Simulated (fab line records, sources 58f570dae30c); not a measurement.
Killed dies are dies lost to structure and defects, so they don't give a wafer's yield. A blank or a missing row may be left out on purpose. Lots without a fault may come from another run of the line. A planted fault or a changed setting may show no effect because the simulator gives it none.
Which tool did it? | flow berkeley_cmos170 | 7 lots, 21 wafers sampled, at 2 steps of a route of 331

WHAT THE GAUGES READ, wafer by wafer
UCB170_V2_THK_MEAS_01.
lot  | measured     | on            | V2_TEOS_THK (nm)
L700 | day 8 05:40  | film_metro-04 | 2000 2024 2040
L701 | day 9 06:52  | film_metro-03 | 1960 1991 1998
L703 | day 9 07:08  | film_metro-04 | 2030 2009 2041
L704 | day 9 12:56  | film_metro-03 | 1983 2004 1999
L708 | day 10 12:55 | film_metro-03 | 1991 1992 2040
L713 | day 11 15:14 | film_metro-02 | 3686 3730 3743
L718 | day 13 07:25 | film_metro-03 | 1949 2002 2006

WHICH TOOL RAN EACH LOT (tool, then ch and the chambers of the sampled wafers, then the start)
lot  | UCB170_V2_CVD_00
L700 | pecvd-01 ch 0,1, day 8 05:31
L701 | pecvd-04 ch 0,2, day 9 06:42
L703 | pecvd-03 ch 0,2, day 9 06:59
L704 | pecvd-04 ch 0,2, day 9 12:45
L708 | pecvd-03 ch 0,2, day 10 12:45
L713 | pecvd-04 ch 0,1, day 11 15:04
L718 | pecvd-03 ch 0,2, day 13 07:14
- UCB170_V2_CVD_00: deposits SiO2 from TEOS/O2, target thk 2000 nm, time 250 s.

THE ANSWER, worked out from the rows above alone
Rule: what is usual is taken from the lots themselves. Put in order of their means at a reading, lots are off if they are a third of the lots or fewer, leave a main group of 4 or more, and stand apart from it by a gap of 3 or more times the standard deviation of the main group's means; of several such gaps the widest counts. A main group whose means are all the same, to the digits that the tables above print for the reading, isn't used. A lot without any number at a reading at which 4 lots or more have one is off too. The other lots that the step has rows for count as sound.
Off: L713, at UCB170_V2_THK_MEAS_01 (V2_TEOS_THK). The main group: mean 2003 nm, standard deviation 17.
A tool fits if, at a process step before that reading, it ran every lot that is off, and no sound lot after the first of them. The gauges at UCB170_V2_THK_MEAS_01 are tried like those tools. Can't be told from this: 2 tools fit, pecvd-04 at UCB170_V2_CVD_00, film_metro-02 at UCB170_V2_THK_MEAS_01.

WHAT THE SIMULATOR HAD PUT IN
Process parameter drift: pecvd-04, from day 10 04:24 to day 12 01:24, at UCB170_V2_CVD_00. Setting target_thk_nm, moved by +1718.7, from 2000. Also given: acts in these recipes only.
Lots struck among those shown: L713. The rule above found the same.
